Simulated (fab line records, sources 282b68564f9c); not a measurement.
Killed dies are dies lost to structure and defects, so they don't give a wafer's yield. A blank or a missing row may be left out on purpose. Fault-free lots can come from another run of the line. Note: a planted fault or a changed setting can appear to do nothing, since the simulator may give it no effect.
fab line records ; flow ritCmos
[record] lots = 5; wafers = 15; lastDay = 6
route steps=202 shown PRETRO@72 GATE@75 FOX2@80 REOX@98 NLDD@103 SDANNEAL@155 M1@202
lots that met no fault: taken from a fault-free run of the same line
startH: start of the lot's first displayed wafer, in hours after the record's first day ; waitH: time in hours since the lot's previous step ; " as in the row above ; L1.1+2: a single row standing in for several wafers ; - no value present, or no start provided ; * or withheld: withheld ; < > ~ a bound
route shown NAME@n: a module of which the file shows steps, and the number in the route of the first ; usual: the fault-free wafers' mean and standard deviation ; same: alike in all rows ; chamber/n: place in a boat ; sites: readings site by site ; _std_site: standard deviation across them ; _edge_site: the outer-site mean with the inner-site mean subtracted ; radiusMm: how far each site lies from the wafer's centre ; mask NAME#n: copy n ; behind: the tool/chamber that last shaped the wafer ; hold: reason for holding the lot/hours on hold/outcome of the hold ; device: transistor that didn't switch, given as n, p or np ; end of line: tests run on the same wafers once the route is complete ; a step without rows: its recipe alone ; killed: not the wafer's yield, but the dies lost to structure and defects at the first sort ; map: the dies of a wafer, with x for killed, . for not killed, _ for no die there
set.NAME: the run value of the setting; set.NAME@STEP: its run value at that earlier step ; model.NAME: the simulator's own value behind a step, which no gauge read
a table for each step, a row for each wafer; lots at some steps of the route
services: when a tool's chamber went out of use (startH, in hours from the record's first day, below 0 if earlier), for how many hours, and the reason
[[steps]]
[step RIT_PRETRO_IMPLANT_08]
[recipe] species = B; energyKev = 45; doseCm2 = 1.2e+13; tiltDeg = 7
[step RIT_PRETRO_STRIP_09]
[recipe] chemistry = O2; timeS = 180; resist = NOVOLAK; platenTempC = withheld; powerW = 500; pressureMtorr = 4000; o2FlowSccm = 4000
[usual] drypumpMotorCurrentA = 5.9/0.38; rfReflPowerW = 5.8/1.2
lot.wafer;tool;chamber;startH;waitH;drypumpMotorCurrentA;rfHoursCounterH;rfReflPowerW
L302.2;plasmaAsher-03;1;41.64;0.1;6.0;41;4.8
L302.3;plasmaAsher-03;0;41.64;0.1;5.8;-;6.8
L302.5;plasmaAsher-03;0;41.64;0.1;5.8;-;7.2
L308.1;plasmaAsher-01;1;71.45;0.1;5.2;44;5.3
L308.3;plasmaAsher-01;1;71.45;0.1;5.2;-;4.8
L308.5;plasmaAsher-01;0;71.45;0.1;6.4;-;6.0
L311.2;plasmaAsher-01;0;86.82;0.1;6.4;45;6.1
L311.3;plasmaAsher-01;0;86.82;0.1;6.5;-;6.5
L311.4;plasmaAsher-01;1;86.82;0.1;5.2;-;4.8
L316.2;plasmaAsher-03;0;112.43;0.1;5.8;48;7.0
L316.3;plasmaAsher-03;1;112.43;0.1;6.1;-;4.6
L316.5;plasmaAsher-03;0;112.43;0.1;5.8;-;6.9
L317.1;plasmaAsher-03;0;117.70;0.1;5.8;49;6.9
L317.2;plasmaAsher-03;1;117.70;0.1;6.1;49;4.6
L317.5;plasmaAsher-03;1;117.70;0.1;6.1;-;4.4
[step RIT_PRETRO_TW_MEAS_10]
[usual] PRETRO_TW = 480/3.5
lot.wafer;tool;chamber;startH;waitH;PRETRO_TW
L302.2;filmMetro-04;-;41.82;0.1;478
L302.3;filmMetro-04;-;41.82;0.1;478
L302.5;filmMetro-04;-;41.82;0.1;482
L308.1;filmMetro-01;-;71.63;0.1;484
L308.3;filmMetro-01;-;71.63;0.1;484
L308.5;filmMetro-01;-;71.63;0.1;485
L311.2;filmMetro-02;-;87.01;0.1;476
L311.3;filmMetro-02;-;87.01;0.1;478
L311.4;filmMetro-02;-;87.01;0.1;479
L316.2;filmMetro-01;-;112.61;0.1;483
L316.3;filmMetro-01;-;112.61;0.1;482
L316.5;filmMetro-01;-;112.61;0.1;484
L317.1;filmMetro-01;-;117.88;0.1;482
L317.2;filmMetro-01;-;117.88;0.1;484
L317.5;filmMetro-01;-;117.88;0.1;482
[step RIT_GATE_WET_ETCH_00]
[recipe] chemistry = BOE; target = SiO2; targetDepthNm = 56; timeS = 60; dry = n2Spin; dilution = 10:1; tempC = 21.5
[step RIT_GATE_CLEAN_01]
[recipe] chemistry = SC1; mix = 3:3:50; timeS = 600; tempC = 75
[step RIT_GATE_CLEAN_02]
[recipe] chemistry = dHF; dilution = 50:1; timeS = 30
[step RIT_GATE_CLEAN_03]
[recipe] chemistry = SC2; mix = 3:3:50; timeS = 600; tempC = 75; dry = n2Spin
[step RIT_GATE_CLEAN_04]
[recipe] chemistry = dHF; dilution = 50:1; timeS = 60; dry = n2Spin
[step RIT_FOX2_THK_MEAS_91]
[recipe] reads = SiO2_of_FOX2_OXIDATION_00
[usual] FIELD_OXIDE_LEFT_2_THK = 255/6.3
lot.wafer;tool;chamber;startH;waitH;FIELD_OXIDE_LEFT_2_THK[nm]
L302.2;filmMetro-01;-;42.33;0.0;251
L302.3;filmMetro-01;-;42.33;0.0;252
L302.5;filmMetro-01;-;42.33;0.0;254
L308.1;filmMetro-01;-;72.11;0.0;250
L308.3;filmMetro-01;-;72.11;0.0;253
L308.5;filmMetro-01;-;72.11;0.0;249
L311.2;filmMetro-02;-;87.49;0.0;253
L311.3;filmMetro-02;-;87.49;0.0;253
L311.4;filmMetro-02;-;87.49;0.0;254
L316.2;filmMetro-03;-;113.11;0.0;260
L316.3;filmMetro-03;-;113.11;0.0;252
L316.5;filmMetro-03;-;113.11;0.0;250
L317.1;filmMetro-01;-;118.38;0.0;252
L317.2;filmMetro-01;-;118.38;0.0;254
L317.5;filmMetro-01;-;118.38;0.0;250
[step RIT_GATE_OXIDATION_05]
[recipe] tempC = 900; ambient = O2; targetThkA = 30; oxTimeS = 270
[step RIT_GATE_ANNEAL_06]
[recipe] tempC = 900; timeS = 600; ambient = N2O
[step RIT_GATE_THK_MEAS_07]
[recipe] reads = SiO2_of_GATE_OXIDATION_05
[usual] GATE_OXIDE_THK = 3.03/0.06
lot.wafer;tool;chamber;startH;waitH;GATE_OXIDE_THK[nm]
L302.2;filmMetro-02;-;43.72;0.0;3.01
L302.3;filmMetro-02;-;43.72;0.0;3.14
L302.5;filmMetro-02;-;43.72;0.0;3.04
L308.1;filmMetro-02;-;73.49;0.0;2.91
L308.3;filmMetro-02;-;73.49;0.0;2.99
L308.5;filmMetro-02;-;73.49;0.0;2.93
L311.2;filmMetro-02;-;88.94;0.0;3.02
L311.3;filmMetro-02;-;88.94;0.0;3.06
L311.4;filmMetro-02;-;88.94;0.0;3.04
L316.2;filmMetro-02;-;114.49;0.0;3.06
L316.3;filmMetro-02;-;114.49;0.0;3.07
L316.5;filmMetro-02;-;114.49;0.0;3.04
L317.1;filmMetro-01;-;120.64;0.0;3.10
L317.2;filmMetro-01;-;120.64;0.0;2.97
L317.5;filmMetro-01;-;120.64;0.0;3.07
[step RIT_GATE_CVD_08]
[recipe] material = poly-Si; targetThkNm = 250; tempC = 610; precursor = SiH4; timeS = 2220; pressureMtorr = 300; sih4FlowSccm = 96.44
lot.wafer;tool;chamber;startH;waitH;model.poly-Si_of_GATE_CVD_08.thkNm
L302.2;lpcvd-01;1;43.77;0.0;240.1
L302.3;lpcvd-01;1;43.77;0.0;241.9
L302.5;lpcvd-01;1;43.77;0.0;240.6
L308.1;lpcvd-01;1;73.55;0.1;235.9
L308.3;lpcvd-01;1;73.55;0.1;238.2
L308.5;lpcvd-01;1;73.55;0.1;237.1
L311.2;lpcvd-01;0;88.99;0.0;228.4
L311.3;lpcvd-01;0;88.99;0.0;226.4
L311.4;lpcvd-01;0;88.99;0.0;226.6
L316.2;lpcvd-02;0;114.54;0.0;237.7
L316.3;lpcvd-02;0;114.54;0.0;238.8
L316.5;lpcvd-02;0;114.54;0.0;239.7
L317.1;lpcvd-02;0;120.70;0.1;244.9
L317.2;lpcvd-02;0;120.70;0.1;243.9
L317.5;lpcvd-02;0;120.70;0.1;244.3
[step RIT_GATE_THK_MEAS_09]
[recipe] reads = poly-Si_of_GATE_CVD_08
[usual] GATE_POLY_THK = 240.5/2.4
lot.wafer;tool;chamber;startH;waitH;hold;GATE_POLY_THK[nm]
L302.2;filmMetro-02;-;45.39;0.0;-;240.0
L302.3;filmMetro-02;-;45.39;0.0;-;242.0
L302.5;filmMetro-02;-;45.39;0.0;-;240.7
L308.1;filmMetro-03;-;75.17;0.0;-;235.7
L308.3;filmMetro-03;-;75.17;0.0;-;238.2
L308.5;filmMetro-03;-;75.17;0.0;-;237.2
L311.2;filmMetro-02;-;90.62;0.0;awaitDispo/0.2h/release;228.5
L311.3;filmMetro-02;-;90.62;0.0;awaitDispo/0.2h/release;226.4
L311.4;filmMetro-02;-;90.62;0.0;awaitDispo/0.2h/release;226.7
L311.2;filmMetro-02;-;90.85;0.2;-;228.4
L311.3;filmMetro-02;-;90.85;0.2;-;226.4
L311.4;filmMetro-02;-;90.85;0.2;-;226.5
L316.2;filmMetro-03;-;116.17;0.0;-;237.7
L316.3;filmMetro-03;-;116.17;0.0;-;238.7
L316.5;filmMetro-03;-;116.17;0.0;-;239.7
L317.1;filmMetro-01;-;122.32;0.0;-;244.7
L317.2;filmMetro-01;-;122.32;0.0;-;244.1
L317.5;filmMetro-01;-;122.32;0.0;-;244.4
[step RIT_GATE_COAT_11]
[recipe] resist = NOVOLAK; spinRpm = 4250; resistThkNm = 850
[step RIT_GATE_SOFTBAKE_12]
[recipe] resist = NOVOLAK; tempC = 90; timeS = 60
[step RIT_GATE_EXPOSE_13]
[recipe] maskId = M6; na = 0.6; sourceShape = conventional; sigmaOuter = 0.6; targetCdNm = 150; doseMj = 387.8
[step RIT_GATE_PEB_14]
[recipe] resist = NOVOLAK; tempC = withheld; timeS = withheld
[step RIT_GATE_DEVELOP_15]
[recipe] resist = NOVOLAK; developTimeS = 50; devTempC = 23
[step RIT_GATE_CD_MEAS_16]
[recipe] targetCdNm = 150
[usual] cdNm = 149.2/2.3
lot.wafer;tool;chamber;startH;waitH;cdNm
L302.2;cdSem-02;-;46.31;-;150.9
L302.3;cdSem-02;-;46.31;-;153.9
L302.5;cdSem-02;-;46.31;-;151.6
L308.1;cdSem-02;-;76.21;-;148.1
L308.3;cdSem-02;-;76.21;-;146.8
L308.5;cdSem-02;-;76.21;-;146.9
L311.2;cdSem-01;-;97.29;-;152.3
L311.3;cdSem-01;-;97.29;-;156.5
L311.4;cdSem-01;-;97.29;-;154.6
L316.2;cdSem-02;-;117.25;-;148.2
L316.3;cdSem-02;-;117.25;-;148.6
L316.5;cdSem-02;-;117.25;-;148.7
L317.1;cdSem-02;-;123.35;-;150.0
L317.2;cdSem-02;-;123.35;-;150.7
L317.5;cdSem-02;-;123.35;-;151.9
[step RIT_GATE_OVL_MEAS_17]
[usual] GATE_OVL = 0.6/1.4
lot.wafer;tool;chamber;startH;waitH;GATE_OVL[nm]
L302.2;overlay-01;-;46.42;0.1;0.3
L302.3;overlay-01;-;46.42;0.1;0.2
L302.5;overlay-01;-;46.42;0.1;-1.1
L308.1;overlay-01;-;76.33;0.1;0.4
L308.3;overlay-01;-;76.33;0.1;1.7
L308.5;overlay-01;-;76.33;0.1;2.0
L311.2;overlay-01;-;97.39;0.1;2.0
L311.3;overlay-01;-;97.39;0.1;1.9
L311.4;overlay-01;-;97.39;0.1;1.7
L316.2;overlay-01;-;117.36;0.1;1.0
L316.3;overlay-01;-;117.36;0.1;0.1
L316.5;overlay-01;-;117.36;0.1;1.5
L317.1;overlay-02;-;123.47;0.1;2.0
L317.2;overlay-02;-;123.47;0.1;4.2
L317.5;overlay-02;-;123.47;0.1;1.6
[step RIT_GATE_HARDBAKE_18]
[recipe] resist = NOVOLAK; tempC = 140; timeS = 60
[step RIT_GATE_ETCH_19]
[recipe] chemistry = SF6/CHF3/O2; timeS = 165; SF6_flow_sccm = 30; CHF3_flow_sccm = 30; O2_flow_sccm = 5; target = poly-Si; pressureMtorr = 40; rfW = 160; targetDepthA = 3125; overEtchFrac = 0.25; stopOn = SiO2
[usual] drypumpMotorCurrentA = 5.6/0.53; oesProductAu = 0.818/0.015; throttleValvePct = 10.20/0.11
lot.wafer;tool;chamber;startH;waitH;drypumpMotorCurrentA;oesProductAu;rfHoursCounterH;throttleValvePct;model.etch.depthNm;model.GATE.featureDepthNm
L302.2;rieSi-02;2;46.60;0.1;6.7;0.836;103;10.49;240.1;240.1
L302.3;rieSi-02;1;46.60;0.1;4.9;0.829;25;10.15;241.9;241.9
L302.5;rieSi-02;1;46.60;0.1;5.0;0.817;-;10.15;240.6;240.6
L308.1;rieSi-02;1;76.51;0.1;5.0;0.817;26;10.15;235.9;235.9
L308.3;rieSi-02;2;76.51;0.1;6.7;0.838;103;10.50;238.2;238.2
L308.5;rieSi-02;0;76.51;0.1;5.6;0.792;-;10.10;237.1;237.1
L311.2;rieSi-01;1;97.57;0.1;5.8;0.789;29;10.19;228.4;228.4
L311.3;rieSi-01;2;97.57;0.1;5.8;0.804;4;10.15;226.4;226.4
L311.4;rieSi-01;3;97.57;0.1;5.6;0.776;1;10.25;226.6;226.6
L316.2;rieSi-02;0;117.54;0.1;5.6;0.799;123;10.10;237.7;237.7
L316.3;rieSi-02;1;117.54;0.1;5.0;0.819;26;10.16;238.8;238.8
L316.5;rieSi-02;0;117.54;0.1;5.6;0.795;-;10.09;239.7;239.7
L317.1;rieSi-01;1;123.66;0.1;5.8;0.816;30;10.18;244.9;244.9
L317.2;rieSi-01;0;123.66;0.1;4.7;0.830;4;10.08;243.9;243.9
L317.5;rieSi-01;2;123.66;0.1;5.8;0.844;-;10.15;244.3;244.3
[step RIT_GATE_STRIP_20]
[recipe] chemistry = O2; timeS = 180; resist = NOVOLAK; platenTempC = withheld; powerW = 500; pressureMtorr = 4000; o2FlowSccm = 4000
[usual] drypumpMotorCurrentA = 5.5/0.6; rfReflPowerW = 5.6/0.83
lot.wafer;tool;chamber;startH;waitH;drypumpMotorCurrentA;rfHoursCounterH;rfReflPowerW
L302.2;plasmaAsher-01;0;46.71;0.1;6.4;41;6.3
L302.3;plasmaAsher-01;0;46.71;0.1;6.4;-;6.2
L302.5;plasmaAsher-01;1;46.71;0.1;5.2;-;5.1
L308.1;plasmaAsher-01;1;76.62;0.1;5.2;44;5.0
L308.3;plasmaAsher-01;0;76.62;0.1;6.4;-;6.4
L308.5;plasmaAsher-01;0;76.62;0.1;6.4;-;6.4
L311.2;plasmaAsher-01;1;97.68;0.1;5.2;46;5.1
L311.3;plasmaAsher-01;0;97.68;0.1;6.5;-;6.9
L311.4;plasmaAsher-01;1;97.68;0.1;5.2;-;4.7
L316.2;plasmaAsher-04;0;117.65;0.1;5.9;45;4.1
L316.3;plasmaAsher-04;0;117.65;0.1;5.9;-;4.0
L316.5;plasmaAsher-04;1;117.65;0.1;6.4;-;8.2
L317.1;plasmaAsher-01;0;123.77;0.1;6.4;1;6.3
L317.2;plasmaAsher-01;1;123.77;0.1;5.2;1;4.5
L317.5;plasmaAsher-01;1;123.77;0.1;5.2;-;4.8
[step RIT_GATE_CD_MEAS_90]
[recipe] targetCdNm = 150
[usual] cdNm = 149.3/2.4
lot.wafer;tool;chamber;startH;waitH;cdNm
L302.2;cdSem-02;-;46.90;0.1;151.1
L302.3;cdSem-02;-;46.90;0.1;154.3
L302.5;cdSem-02;-;46.90;0.1;152.1
L308.1;cdSem-01;-;76.79;0.1;148.8
L308.3;cdSem-01;-;76.79;0.1;146.5
L308.5;cdSem-01;-;76.79;0.1;146.3
L311.2;cdSem-01;-;97.88;0.1;152.8
L311.3;cdSem-01;-;97.88;0.1;156.9
L311.4;cdSem-01;-;97.88;0.1;154.5
L316.2;cdSem-02;-;117.84;0.1;148.4
L316.3;cdSem-02;-;117.84;0.1;148.5
L316.5;cdSem-02;-;117.84;0.1;148.6
L317.1;cdSem-02;-;123.94;0.1;149.6
L317.2;cdSem-02;-;123.94;0.1;151.3
L317.5;cdSem-02;-;123.94;0.1;152.0
[step RIT_REOX_CLEAN_00]
[recipe] chemistry = SC1; mix = 3:3:50; timeS = 600; tempC = 75
[step RIT_REOX_CLEAN_01]
[recipe] chemistry = dHF; dilution = 50:1; timeS = 30
[step RIT_REOX_CLEAN_02]
[recipe] chemistry = SC2; mix = 3:3:50; timeS = 600; tempC = 75; dry = n2Spin
[step RIT_REOX_OXIDATION_03]
[recipe] tempC = 900; ambient = O2; targetThkA = 252; oxTimeS = 5580
[step RIT_REOX_THK_MEAS_04]
[recipe] reads = SiO2_of_REOX_OXIDATION_03
[usual] REOX_OXIDE_THK = 25.2/0.43
lot.wafer;tool;chamber;startH;waitH;REOX_OXIDE_THK[nm]
L302.2;filmMetro-04;-;49.95;0.0;25.6
L302.3;filmMetro-04;-;49.95;0.0;25.6
L302.5;filmMetro-04;-;49.95;0.0;25.9
L308.1;filmMetro-04;-;79.85;0.0;24.5
L308.3;filmMetro-04;-;79.85;0.0;25.0
L308.5;filmMetro-04;-;79.85;0.0;25.3
L311.2;filmMetro-01;-;101.08;0.0;25.5
L311.3;filmMetro-01;-;101.08;0.0;25.4
L311.4;filmMetro-01;-;101.08;0.0;25.2
L316.2;filmMetro-03;-;121.00;0.0;25.4
L316.3;filmMetro-03;-;121.00;0.0;25.4
L316.5;filmMetro-03;-;121.00;0.0;26.0
L317.1;filmMetro-03;-;126.98;0.0;25.4
L317.2;filmMetro-03;-;126.98;0.0;25.6
L317.5;filmMetro-03;-;126.98;0.0;25.3
[step RIT_NLDD_HMDS_00]
[recipe] primeTimeS = 60; primeTempC = 140
[step RIT_NLDD_COAT_01]
[recipe] resist = NOVOLAK; spinRpm = 3250; resistThkNm = 1000
[step RIT_NLDD_SOFTBAKE_02]
[recipe] resist = NOVOLAK; tempC = 90; timeS = 60
[step RIT_NLDD_EXPOSE_03]
[recipe] maskId = M7; na = 0.57; targetCdNm = 40700; doseMj = 250
[step RIT_NLDD_PEB_04]
[recipe] resist = NOVOLAK; tempC = withheld; timeS = withheld
[step RIT_NLDD_DEVELOP_05]
[recipe] resist = NOVOLAK; developTimeS = 50; devTempC = 23
[step RIT_NLDD_OVL_MEAS_06]
[usual] NLDD_OVL = 0.7/1.5
lot.wafer;tool;chamber;startH;waitH;NLDD_OVL[nm]
L302.2;overlay-01;-;50.85;-;0.5
L302.3;overlay-01;-;50.85;-;2.6
L302.5;overlay-01;-;50.85;-;1.7
L308.1;overlay-02;-;80.88;-;-2.2
L308.3;overlay-02;-;80.88;-;-1.0
L308.5;overlay-02;-;80.88;-;0.3
L311.2;overlay-02;-;102.40;-;-0.1
L311.3;overlay-02;-;102.40;-;-0.4
L311.4;overlay-02;-;102.40;-;-0.3
L316.2;overlay-02;-;122.05;-;-0.1
L316.3;overlay-02;-;122.05;-;3.3
L316.5;overlay-02;-;122.05;-;2.0
L317.1;overlay-02;-;127.89;-;2.1
L317.2;overlay-02;-;127.89;-;1.8
L317.5;overlay-02;-;127.89;-;1.8
[step RIT_NLDD_HARDBAKE_07]
[recipe] resist = NOVOLAK; tempC = 140; timeS = 60
[step RIT_NLDD_IMPLANT_08]
[recipe] species = P; energyKev = 20; doseCm2 = 4.887e+14; tiltDeg = 7
[step RIT_NLDD_STRIP_09]
[recipe] chemistry = O2; timeS = 180; resist = NOVOLAK; platenTempC = withheld; powerW = 500; pressureMtorr = 4000; o2FlowSccm = 4000
[usual] drypumpMotorCurrentA = 5.8/0.48; rfReflPowerW = 5.8/1.6
lot.wafer;tool;chamber;startH;waitH;drypumpMotorCurrentA;rfHoursCounterH;rfReflPowerW
L302.2;plasmaAsher-02;0;51.18;0.1;5.1;27;5.3
L302.3;plasmaAsher-02;0;51.18;0.1;5.1;-;5.3
L302.5;plasmaAsher-02;0;51.18;0.1;5.1;-;5.4
L308.1;plasmaAsher-03;0;81.22;0.1;5.8;45;7.0
L308.3;plasmaAsher-03;1;81.22;0.1;6.1;-;4.6
L308.5;plasmaAsher-03;0;81.22;0.1;5.8;-;7.0
L311.2;plasmaAsher-04;1;102.73;0.1;6.4;43;7.9
L311.3;plasmaAsher-04;1;102.73;0.1;6.3;-;8.0
L311.4;plasmaAsher-04;0;102.73;0.1;5.9;-;3.5
L316.2;plasmaAsher-02;1;122.38;0.1;4.9;34;5.4
L316.3;plasmaAsher-02;1;122.38;0.1;4.9;-;5.3
L316.5;plasmaAsher-02;1;122.38;0.1;4.9;-;5.2
L317.1;plasmaAsher-02;1;128.22;0.1;4.9;35;5.2
L317.2;plasmaAsher-02;0;128.22;0.1;5.1;35;5.3
L317.5;plasmaAsher-02;1;128.22;0.1;4.9;-;5.3
[step RIT_NLDD_TW_MEAS_10]
[usual] NLDD_TW = 2491/14
lot.wafer;tool;chamber;startH;waitH;NLDD_TW
L302.2;filmMetro-03;-;51.37;0.1;2518
L302.3;filmMetro-03;-;51.37;0.1;2505
L302.5;filmMetro-03;-;51.37;0.1;2522
L308.1;filmMetro-03;-;81.39;0.1;2489
L308.3;filmMetro-03;-;81.39;0.1;2484
L308.5;filmMetro-03;-;81.39;0.1;2493
L311.2;filmMetro-04;-;102.94;0.2;2474
L311.3;filmMetro-04;-;102.94;0.2;2482
L311.4;filmMetro-04;-;102.94;0.2;2491
L316.2;filmMetro-02;-;122.57;0.1;2487
L316.3;filmMetro-02;-;122.57;0.1;2490
L316.5;filmMetro-02;-;122.57;0.1;2473
L317.1;filmMetro-03;-;128.40;0.1;2500
L317.2;filmMetro-03;-;128.40;0.1;2499
L317.5;filmMetro-03;-;128.40;0.1;2511
[step RIT_SDANNEAL_CLEAN_02]
[recipe] chemistry = SC2; mix = 3:3:50; timeS = 600; tempC = 75; dry = n2Spin
lot.wafer;tool;chamber;startH;waitH;model.poly-Si_of_GATE_CVD_08.thkNm
L302.2;wetBench-01;0;58.82;0.0;151.8
L302.3;wetBench-01;0;58.82;0.0;153.7
L302.5;wetBench-01;0;58.82;0.0;152.7
L308.1;wetBench-01;2;88.74;0.0;149.2
L308.3;wetBench-01;2;88.74;0.0;151.7
L308.5;wetBench-01;2;88.74;0.0;150
L311.2;wetBench-01;1;111.43;0.0;141.4
L311.3;wetBench-01;1;111.43;0.0;140
L311.4;wetBench-01;1;111.43;0.0;139.7
L316.2;wetBench-01;2;129.77;0.0;151
L316.3;wetBench-01;2;129.77;0.0;151.7
L316.5;wetBench-01;2;129.77;0.0;152.1
L317.1;wetBench-01;2;135.55;0.0;159.8
L317.2;wetBench-01;2;135.55;0.0;157.5
L317.5;wetBench-01;2;135.55;0.0;161.8
[step RIT_M1_PROBE_99]
[usual] killedAtContacts = 0.1/0.29; killedAtFrontEnd = 7/3; killedDies = 7/3; killedOpen = 3.5/2; killedShort = 3.4/2
[same] grossDies = 264; killed_at_M0_to_M3 = 0; killed_at_M4_up = 0; killedAtBackSide = 0; killedAtOther = 0
lot.wafer;tool;chamber;startH;waitH;killedAtContacts;killedAtFrontEnd;killedDies;killedOpen;killedShort
L311.2;prober-02;-;119.08;0.1;0;6;6;2;4
L311.3;prober-02;-;119.13;0.2;0;3;3;3;0
L311.4;prober-02;-;119.18;0.2;0;2;2;2;0
L316.2;prober-01;-;137.64;0.1;0;10;10;5;5
L316.3;prober-01;-;137.69;0.2;0;11;11;8;3
L316.5;prober-01;-;137.79;0.2;0;3;3;3;0
// killed by level:class
L311.2 FOX1:geometricParticle:open=2 FOX1:geometricParticle:short=2 GATE:geometricParticle:short=1 SPACER:geometricParticle:short=1
L311.3 SPACER:geometricParticle:open=2 GATE:geometricParticle:open=1
L311.4 GATE:geometricParticle:open=2
L316.2 GATE:geometricParticle:short=4 GATE:geometricParticle:open=3 REOX:geometricParticle:open=1 SPACER:geometricParticle:open=1 SILICIDE:geometricParticle:short=1
L316.3 FOX1:geometricParticle:open=5 GATE:geometricParticle:open=2 FOX1:geometricParticle:short=1 GATE:geometricParticle:short=1 REOX:geometricParticle:open=1 SILICIDE:geometricParticle:short=1
L316.5 GATE:geometricParticle:open=2 SPACER:geometricParticle:open=1
[[services]]
tool;chamber;startH;hours;kind
lpcvd-02;-;73.56;6.0;pm
rieSi-02;0;91.42;6.4;repair
plasmaAsher-02;-;106.27;1.4;repair
plasmaAsher-01;-;108.75;9.0;pm
plasmaAsher-01;0;108.75;9.0;ventCycle
plasmaAsher-01;1;108.75;9.0;ventCycle
rieSi-01;3;117.47;3.6;repair
plasmaAsher-01;0;117.75;-;clean
plasmaAsher-01;1;117.75;-;clean
rieSi-02;-;120.21;0.2;repair
rieSi-02;2;120.96;7.2;repair
[[key]]
[firstSign] step = RIT_GATE_THK_MEAS_09; reading = visit; direction = added
[effect] step = RIT_GATE_THK_MEAS_09; reading = GATE_POLY_THK; direction = down; sigmas = 5.4; usual = 240.5; struck = 227.2
[modelEffect] step = RIT_GATE_CVD_08; value = poly-Si_of_GATE_CVD_08.thkNm; without = 237.2; struck = 227.1
[modelEffect] step = RIT_GATE_ETCH_19; value = etch.depthNm; without = 237.2; struck = 227.1
[modelEffect] step = RIT_SDANNEAL_CLEAN_02; value = poly-Si_of_GATE_CVD_08.thkNm; without = 150.5; struck = 140.4
metAt RIT_GATE_CVD_08
struckWafers L311.2,L311.3,L311.4
testerLeftOut L311
alsoFits RIT_PRETRO_STRIP_09:plasmaAsher-01
[fault] kind = processParameterDrift; tool = lpcvd-01; chamber = 0; onsetH = 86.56; steps = RIT_GATE_CVD_08; channel = timeS; offset = *; shape = step; endH = 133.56; actsIn = *; stated = *
// testerLeftOut: of these lots the tester's yield and bins aren't shown, on N5 and GAA mostly nor the transistor test; their killed dies are dies lost to structure and defects alone, not to doping, threshold or leakage, so they don't give the yield
